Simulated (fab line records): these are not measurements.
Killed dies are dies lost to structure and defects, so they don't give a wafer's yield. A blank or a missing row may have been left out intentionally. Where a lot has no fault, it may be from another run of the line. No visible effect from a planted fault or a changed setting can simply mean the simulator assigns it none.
Check of tool commonality + flow rit cmos + Sample size 14 lots and 42 wafers

## THE REASON FOR OPENING IT
Of 14 lots, 2 have the reading ACTIVE_OXIDE_THK flagged at RIT_ACTIVE_THK_MEAS_02. Wafers without a fault read 46.7 nm, standard deviation 1.3.
Rule: a lot is flagged when every wafer of it that has a number lies more than 4 standard deviations from that mean, or none has a number. The other lots count as sound.

| lot  | measured    | on            | ACTIVE_OXIDE_THK (nm), wafer by wafer | flag    |
|------|-------------|---------------|---------------------------------------|---------|
| L221 | day 1 12:03 | film metro-01 | 46.2 45.7 46.3                        |         |
| L223 | day 1 22:05 | film metro-04 | 46.0 46.3 46.6                        |         |
| L227 | day 2 18:20 | film metro-04 | 44.6 44.0 44.2                        |         |
| L228 | day 3 00:10 | film metro-02 | 47.1 47.7 46.9                        |         |
| L229 | day 3 04:04 | film metro-02 | 48.0 49.5 48.4                        |         |
| L230 | day 3 11:05 | film metro-02 | 28.7 28.8 27.9                        | FLAGGED |
| L231 | day 3 15:25 | film metro-02 | 29.3 29.2 29.0                        | FLAGGED |
| L235 | day 4 10:37 | film metro-01 | 47.0 47.7 46.7                        |         |
| L236 | day 4 15:34 | film metro-02 | 46.9 46.9 46.8                        |         |
| L238 | day 5 01:15 | film metro-01 | 47.7 48.8 47.7                        |         |
| L240 | day 5 11:20 | film metro-04 | 46.5 46.6 45.9                        |         |
| L241 | day 5 16:26 | film metro-02 | 46.5 45.9 47.5                        |         |
| L243 | day 6 03:10 | film metro-01 | 47.1 47.1 47.2                        |         |
| L244 | day 6 07:38 | film metro-01 | 46.0 46.6 46.0                        |         |
Average over the flagged lots: 28.8 nm; offset from the usual -17.9 nm, equal to -14 standard deviations.

## LOT BY LOT: THE TOOL USED
The record keeps 1 process step preceding the reading, out of 202 steps on the route. Read each cell as the tool, then ch plus the chambers that the sampled wafers visited, then the start.
| lot  | flag    | RIT_ACTIVE_OXIDATION_01      |
|------|---------|------------------------------|
| L221 |         | furnace-01 ch 0, day 1 10:07 |
| L223 |         | furnace-01 ch 0, day 1 20:08 |
| L227 |         | furnace-04 ch 0, day 2 16:24 |
| L228 |         | furnace-03 ch 0, day 2 22:14 |
| L229 |         | furnace-03 ch 0, day 3 02:07 |
| L230 | FLAGGED | furnace-01 ch 0, day 3 09:09 |
| L231 | FLAGGED | furnace-01 ch 0, day 3 13:28 |
| L235 |         | furnace-03 ch 0, day 4 08:41 |
| L236 |         | furnace-04 ch 0, day 4 13:38 |
| L238 |         | furnace-04 ch 0, day 4 23:17 |
| L240 |         | furnace-03 ch 0, day 5 09:24 |
| L241 |         | furnace-04 ch 0, day 5 14:30 |
| L243 |         | furnace-04 ch 0, day 6 01:14 |
| L244 |         | furnace-04 ch 0, day 6 05:43 |
What these steps do:
- RIT_ACTIVE_OXIDATION_01: target thk 46.8 nm, ox time 3360 s.
- RIT_ACTIVE_THK_MEAS_02

## FLAGGED OVER TOTAL, TOOL BY TOOL (the gauges that took the reading come last)
| step                    | tool          | lots run | flagged | share of the flagged lots | sound lots run after its first flagged lot |
|-------------------------|---------------|----------|---------|---------------------------|--------------------------------------------|
| RIT_ACTIVE_OXIDATION_01 | furnace-01    | 4        | 2       | all                       | 0                                          |
| RIT_ACTIVE_OXIDATION_01 | furnace-03    | 4        | 0       | none                      | -                                          |
| RIT_ACTIVE_OXIDATION_01 | furnace-04    | 6        | 0       | none                      | -                                          |
| RIT_ACTIVE_THK_MEAS_02  | film metro-01 | 5        | 0       | none                      | -                                          |
| RIT_ACTIVE_THK_MEAS_02  | film metro-02 | 6        | 2       | all                       | 2 (L236,L241)                              |
| RIT_ACTIVE_THK_MEAS_02  | film metro-04 | 3        | 0       | none                      | -                                          |

## THE TABLE: WHAT IT ALLOWS
Rows of the table that ran all the flagged lots, 2 in number: furnace-01 at RIT_ACTIVE_OXIDATION_01; film metro-02 at RIT_ACTIVE_THK_MEAS_02.
- furnace-01 at RIT_ACTIVE_OXIDATION_01 ran 4 lots, 2 of them flagged. Last sound lot L223 at day 1 20:08, first flagged lot L230 at day 3 09:09; a fault beginning in between fits.
- film metro-02 at RIT_ACTIVE_THK_MEAS_02 ran 6 lots, 2 of them flagged. Lots that were sound ran on it after the first flagged one (L236, L241); a persistent fault on the entire tool would not allow that.
Just one tool remains: furnace-01 at RIT_ACTIVE_OXIDATION_01.

## WHAT THE SIMULATOR HAD PUT IN
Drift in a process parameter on furnace-01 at RIT_ACTIVE_OXIDATION_01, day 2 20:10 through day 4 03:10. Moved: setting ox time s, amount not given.
Lots struck among those shown: L230, L231. The rule above reached the same finding.
